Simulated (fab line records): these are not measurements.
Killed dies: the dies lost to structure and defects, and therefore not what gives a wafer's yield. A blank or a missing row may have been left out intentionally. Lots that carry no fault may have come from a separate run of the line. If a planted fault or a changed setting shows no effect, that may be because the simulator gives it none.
fab line records	flow rit-cmos
record: lots: 7	wafers: 21	last-day: 7
route steps=202 shown REOX@99 NLDD@103 M1@202
lots that met no fault: from a run of the same line without faults
start-h: start of the lot's first displayed wafer, in hours after the record's first day	wait-h: time in hours since the lot's previous step	" same as the row above	L1.1+2: several wafers, shown together as one row	- either no value or no given start	* or withheld: withheld	< > ~ a bound
route shown NAME@n: NAME is a module with steps in the file, n the number in the route of the first one	usual: mean/standard deviation taken from wafers without a fault	same: alike in all rows	chamber/n: place in a boat	sites: each site's reading	_std_site: standard deviation of those values	_edge_site: inner sites' mean taken away from outer sites' mean	radius-mm: how far each site lies from the wafer's centre	mask NAME#n: copy n	behind: tool/chamber where the wafer was last shaped	hold: what put the lot on hold/how long, in hours/how the hold closed	device: the transistor (n, p or np) that didn't switch	end of line: the same wafers' tests at the end of the route	for a step that has no rows: nothing shown but its recipe	killed: count of dies lost to structure and defects at first sort (not the wafer's yield)	map: a wafer's dies, x killed, . not, _ none there
set.NAME: the setting as run; set.NAME@STEP: as run at that earlier step	model.NAME: the simulator's own value behind a step, which no gauge read
lots at some steps of the route; a table a step, a row a wafer
services: from which hour (start-h, from the record's first day; less than 0 if before it) a tool's chamber was out of use, for how many hours, and why
== steps ==
step: RIT_REOX_CLEAN_01
recipe: chemistry: dHF	dilution: 50:1	time-s: 30
step: RIT_REOX_CLEAN_02
recipe: chemistry: SC2	mix: 3:3:50	time-s: 600	temp-c: 75	dry: n2-spin
step: RIT_REOX_OXIDATION_03
recipe: temp-c: 900	ambient: O2	target-thk-a: 252	ox-time-s: 5580
step: RIT_REOX_THK_MEAS_04
recipe: reads: SiO2_of_REOX_OXIDATION_03
usual: REOX_OXIDE_THK: 25.4/0.4
lot.wafer	tool	chamber	start-h	wait-h	REOX_OXIDE_THK[nm]
L857.1	film-metro-04	-	56.67	0.0	25.4
L857.4	"	-	"	"	25.5
L857.5	"	-	"	"	25.2
L860.1	film-metro-01	-	70.66	0.0	26.3
L860.2	"	-	"	"	25.9
L860.6	"	-	"	"	25.8
L868.4	film-metro-04	-	108.99	0.0	24.7
L868.5	"	-	"	"	25.2
L868.6	"	-	"	"	24.9
L869.1	film-metro-01	-	122.79	0.0	25.8
L869.3	"	-	"	"	25.7
L869.5	"	-	"	"	25.7
L870.1	film-metro-04	-	136.29	0.0	25.6
L870.2	"	-	"	"	25.5
L870.3	"	-	"	"	25.8
L875.1	film-metro-04	-	155.38	0.0	25.7
L875.2	"	-	"	"	25.4
L875.3	"	-	"	"	25.5
L877.2	film-metro-03	-	161.20	0.0	25.5
L877.3	"	-	"	"	25.6
L877.5	"	-	"	"	25.6
step: RIT_NLDD_HMDS_00
recipe: prime-time-s: 60	prime-temp-c: 140
step: RIT_NLDD_COAT_01
recipe: resist: NOVOLAK	spin-rpm: 3250	resist-thk-nm: 1000
step: RIT_NLDD_SOFTBAKE_02
recipe: resist: NOVOLAK	temp-c: 90	time-s: 60
step: RIT_NLDD_EXPOSE_03
recipe: mask-id: M7	na: 0.57	target-cd-nm: 40700	dose-mj: 250
step: RIT_NLDD_PEB_04
recipe: resist: NOVOLAK	temp-c: withheld	time-s: withheld
step: RIT_NLDD_DEVELOP_05
recipe: resist: NOVOLAK	develop-time-s: 50	dev-temp-c: 23
step: RIT_NLDD_OVL_MEAS_06
usual: NLDD_OVL: 1.4/1.4
lot.wafer	tool	chamber	start-h	wait-h	NLDD_OVL[nm]
L857.1	overlay-02	-	57.58	-	4.4
L857.4	"	-	"	"	1.7
L857.5	"	-	"	"	0.3
L860.1	overlay-01	-	71.81	-	0.9
L860.2	"	-	"	"	-0.2
L860.6	"	-	"	"	0.8
L868.4	overlay-02	-	110.23	-	1.7
L868.5	"	-	"	"	3.4
L868.6	"	-	"	"	2.6
L869.1	overlay-01	-	123.87	-	1.9
L869.3	"	-	"	"	-0.2
L869.5	"	-	"	"	0.8
L870.1	overlay-01	-	137.32	-	2.1
L870.2	"	-	"	"	0.9
L870.3	"	-	"	"	2.4
L875.1	overlay-01	-	156.67	-	-0.7
L875.2	"	-	"	"	-1.0
L875.3	"	-	"	"	-0.8
L877.2	overlay-02	-	162.28	-	2.6
L877.3	"	-	"	"	2.0
L877.5	"	-	"	"	1.1
step: RIT_NLDD_HARDBAKE_07
recipe: resist: NOVOLAK	temp-c: 140	time-s: 60
step: RIT_NLDD_IMPLANT_08
recipe: species: P	energy-kev: 20	dose-cm2: 5.037e+14	tilt-deg: 7
usual: beam-energy-keV: 20.000/0.0062	tilt-deg: 6.997/0.019
lot.wafer	tool	chamber	start-h	wait-h	beam-energy-keV	tilt-deg	model.implant.drp-nm
L857.1	implanter-02	0	57.77	0.1	20.000	7.013	12.97
L857.4	"	0	"	"	19.991	6.995	12.97
L857.5	"	0	"	"	19.992	7.004	12.97
L860.1	implanter-03	0	72.00	0.1	20.008	6.988	12.97
L860.2	"	0	"	"	20.013	7.028	12.97
L860.6	"	0	"	"	20.010	7.007	12.97
L868.4	implanter-03	0	110.47	0.1	20.192	6.978	13.04
L868.5	"	0	"	"	20.197	6.970	13.04
L868.6	"	0	"	"	20.195	6.987	13.04
L869.1	implanter-03	0	124.05	0.1	20.181	7.000	13.04
L869.3	"	0	"	"	20.192	6.981	13.04
L869.5	"	0	"	"	20.186	7.006	13.04
L870.1	implanter-03	0	137.51	0.1	20.193	6.973	13.04
L870.2	"	0	"	"	20.195	6.994	13.04
L870.3	"	0	"	"	20.201	6.990	13.04
L875.1	implanter-01	0	156.89	0.1	20.006	7.043	12.97
L875.2	"	0	"	"	19.995	6.994	12.97
L875.3	"	0	"	"	20.003	7.026	12.97
L877.2	implanter-02	0	162.48	0.1	19.996	7.012	12.97
L877.3	"	0	"	"	19.995	7.013	12.97
L877.5	"	0	"	"	20.004	6.984	12.97
step: RIT_NLDD_STRIP_09
recipe: chemistry: O2	time-s: 180	resist: NOVOLAK	platen-temp-c: withheld	power-w: 500	pressure-mtorr: 4000	o2-flow-sccm: 4000
usual: drypump-motor-current-A: 5.7/0.48
lot.wafer	tool	chamber	start-h	wait-h	drypump-motor-current-A	rf-hours-counter-h
L857.1	plasma-asher-01	0	57.92	0.1	5.1	27
L857.4	"	0	"	"	5.1	-
L857.5	"	0	"	"	5.1	-
L860.1	plasma-asher-02	1	72.15	0.1	6.6	44
L860.2	"	0	"	"	5.1	44
L860.6	"	1	"	"	6.5	-
L868.4	plasma-asher-01	1	110.61	0.1	5.7	-
L868.5	"	0	"	"	5.1	-
L868.6	"	1	"	"	5.7	-
L869.1	plasma-asher-04	1	124.20	0.1	5.6	48
L869.3	"	0	"	"	5.9	-
L869.5	"	1	"	"	5.6	-
L870.1	plasma-asher-01	1	137.66	0.1	5.7	35
L870.2	"	0	"	"	5.1	35
L870.3	"	1	"	"	5.8	-
L875.1	plasma-asher-02	0	157.04	0.1	5.1	3
L875.2	"	1	"	"	6.6	3
L875.3	"	1	"	"	6.6	-
L877.2	plasma-asher-02	0	162.61	0.1	5.1	3
L877.3	"	0	"	"	5.1	-
L877.5	"	1	"	"	6.6	-
step: RIT_M1_PROBE_99
usual: killed-at-front-end: 7.0/2.8	killed-dies: 7.0/2.8	killed-open: 3.4/1.9	killed-short: 3.6/2
same: gross-dies: 264	killed_at_M0_to_M3: 0	killed_at_M4_up: 0	killed-at-back-side: 0	killed-at-contacts: 0	killed-at-other: 0
lot.wafer	tool	chamber	start-h	wait-h	killed-at-front-end	killed-dies	killed-open	killed-short
L857.1	prober-02	-	73.00	0.1	5	5	2	3
L857.4	prober-02	-	73.15	0.2	6	6	3	3
L857.5	prober-02	-	73.20	0.2	12	12	5	7
L860.1	prober-01	-	90.01	0.1	7	7	3	4
L860.2	prober-01	-	90.06	0.1	9	9	5	4
L860.6	prober-01	-	90.26	0.2	6	6	4	2
L868.4	prober-01	-	126.96	0.2	6	6	1	5
L868.5	prober-01	-	127.01	0.2	10	10	5	5
L868.6	prober-01	-	127.06	0.2	6	6	2	4
L869.1	prober-02	-	139.60	0.1	9	9	4	5
L869.3	prober-02	-	139.70	0.2	6	6	0	6
L869.5	prober-02	-	139.80	0.2	4	4	2	2
L870.1	prober-01	-	152.82	0.1	8	8	4	4
L870.2	prober-01	-	152.87	0.1	3	3	1	2
L870.3	prober-01	-	152.92	0.2	4	4	2	2
L875.1	prober-02	-	174.11	0.1	6	6	4	2
L875.2	prober-02	-	174.16	0.1	10	10	5	5
L875.3	prober-02	-	174.21	0.2	11	11	6	5
L877.2	prober-01	-	179.28	0.1	5	5	3	2
L877.3	prober-01	-	179.33	0.2	9	9	2	7
L877.5	prober-01	-	179.43	0.2	8	8	5	3
killed by level:class
L857.1 FOX1:geometric-particle:short=1 FOX2:geometric-particle:open=1 GATE:geometric-particle:short=1 REOX:geometric-particle:short=1 SPACER:geometric-particle:open=1
L857.4 FOX1:geometric-particle:open=1 GATE:geometric-particle:short=1 REOX:geometric-particle:open=1 REOX:geometric-particle:short=1 SILICIDE:geometric-particle:open=1 SILICIDE:geometric-particle:short=1
L857.5 GATE:geometric-particle:short=3 FOX1:geometric-particle:short=2 GATE:geometric-particle:open=2 SPACER:geometric-particle:open=2 FOX1:geometric-particle:open=1 REOX:geometric-particle:short=1 SPACER:geometric-particle:short=1
L860.1 GATE:geometric-particle:short=3 FOX1:geometric-particle:short=1 FOX2:geometric-particle:open=1 GATE:geometric-particle:open=1 SILICIDE:geometric-particle:open=1
L860.2 GATE:geometric-particle:short=4 FOX1:geometric-particle:open=2 FOX2:geometric-particle:open=1 GATE:geometric-particle:open=1 SILICIDE:geometric-particle:open=1
L860.6 FOX2:geometric-particle:open=3 GATE:geometric-particle:short=1 REOX:geometric-particle:short=1 SPACER:geometric-particle:open=1
L868.4 GATE:geometric-particle:short=4 FOX2:geometric-particle:short=1 GATE:geometric-particle:open=1
L868.5 GATE:geometric-particle:short=5 GATE:geometric-particle:open=3 REOX:geometric-particle:open=1 SILICIDE:geometric-particle:open=1
L868.6 GATE:geometric-particle:short=4 GATE:geometric-particle:open=2
L869.1 SPACER:geometric-particle:short=2 SILICIDE:geometric-particle:short=2 ACTIVE:geometric-particle:open=1 FOX1:geometric-particle:open=1 FOX2:geometric-particle:short=1 GATE:geometric-particle:open=1 REOX:geometric-particle:open=1
L869.3 GATE:geometric-particle:short=3 ACTIVE:geometric-particle:short=1 REOX:geometric-particle:short=1 SPACER:geometric-particle:short=1
L869.5 GATE:geometric-particle:open=2 GATE:geometric-particle:short=1 SPACER:geometric-particle:short=1
L870.1 GATE:geometric-particle:open=3 GATE:geometric-particle:short=2 FOX1:geometric-particle:short=1 SPACER:geometric-particle:short=1 SPACER:geometric-particle:open=1
L870.2 FOX1:geometric-particle:short=1 FOX2:geometric-particle:open=1 SPACER:geometric-particle:short=1
L870.3 GATE:geometric-particle:short=1 GATE:geometric-particle:open=1 SPACER:geometric-particle:short=1 SPACER:geometric-particle:open=1
L875.1 REOX:geometric-particle:open=3 GATE:geometric-particle:short=1 GATE:geometric-particle:open=1 SPACER:geometric-particle:short=1
L875.2 GATE:geometric-particle:open=3 GATE:geometric-particle:short=3 FOX1:geometric-particle:open=1 REOX:geometric-particle:short=1 REOX:geometric-particle:open=1 SILICIDE:geometric-particle:short=1
L875.3 GATE:geometric-particle:short=5 GATE:geometric-particle:open=3 FOX1:geometric-particle:open=2 REOX:geometric-particle:open=1
L877.2 FOX1:geometric-particle:short=1 GATE:geometric-particle:open=1 REOX:geometric-particle:open=1 SPACER:geometric-particle:open=1 SPACER:geometric-particle:short=1
L877.3 GATE:geometric-particle:short=4 FOX1:geometric-particle:short=2 GATE:geometric-particle:open=2 SPACER:geometric-particle:short=1
L877.5 GATE:geometric-particle:open=3 FOX1:geometric-particle:open=2 GATE:geometric-particle:short=2 SPACER:geometric-particle:short=1
== services ==
tool	chamber	start-h	hours	kind
plasma-asher-02	-	108.75	9.0	pm
plasma-asher-02	0	108.75	11.4	vent-cycle
plasma-asher-02	1	108.75	11.4	vent-cycle
plasma-asher-02	-	116.00	4.1	repair
plasma-asher-02	0	117.75	-	clean
plasma-asher-02	1	117.75	-	clean
plasma-asher-01	-	132.24	3.4	repair
plasma-asher-02	-	149.27	3.2	repair
== key ==
first-sign: step: RIT_NLDD_IMPLANT_08	reading: beam-energy-keV	direction: up	sigmas: 31	usual: 20.000	struck: 20.192
effect none on later readings
model-effect: step: RIT_NLDD_IMPLANT_08	value: implant.drp-nm	without: 12.97	struck: 13.04
met-at RIT_NLDD_IMPLANT_08
struck-wafers L868.4,L868.5,L868.6,L869.1,L869.3,L869.5,L870.1,L870.2,L870.3
tester-left-out L868,L869,L870
onset-between 72.00 110.47
fault: kind: process-parameter-drift	tool: implanter-03	chamber: -	onset-h: 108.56	steps: RIT_NLDD_IMPLANT_08	channel: energy-kev	offset: 0.18936	shape: step	end-h: 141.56	acts-in: these-recipes-only	stated: 20
tester-left-out: of these lots the tester's yield and bins aren't shown, on N5 and GAA mostly nor the transistor test; their killed dies are dies lost to structure and defects alone, not to doping, threshold or leakage, so they don't give the yield
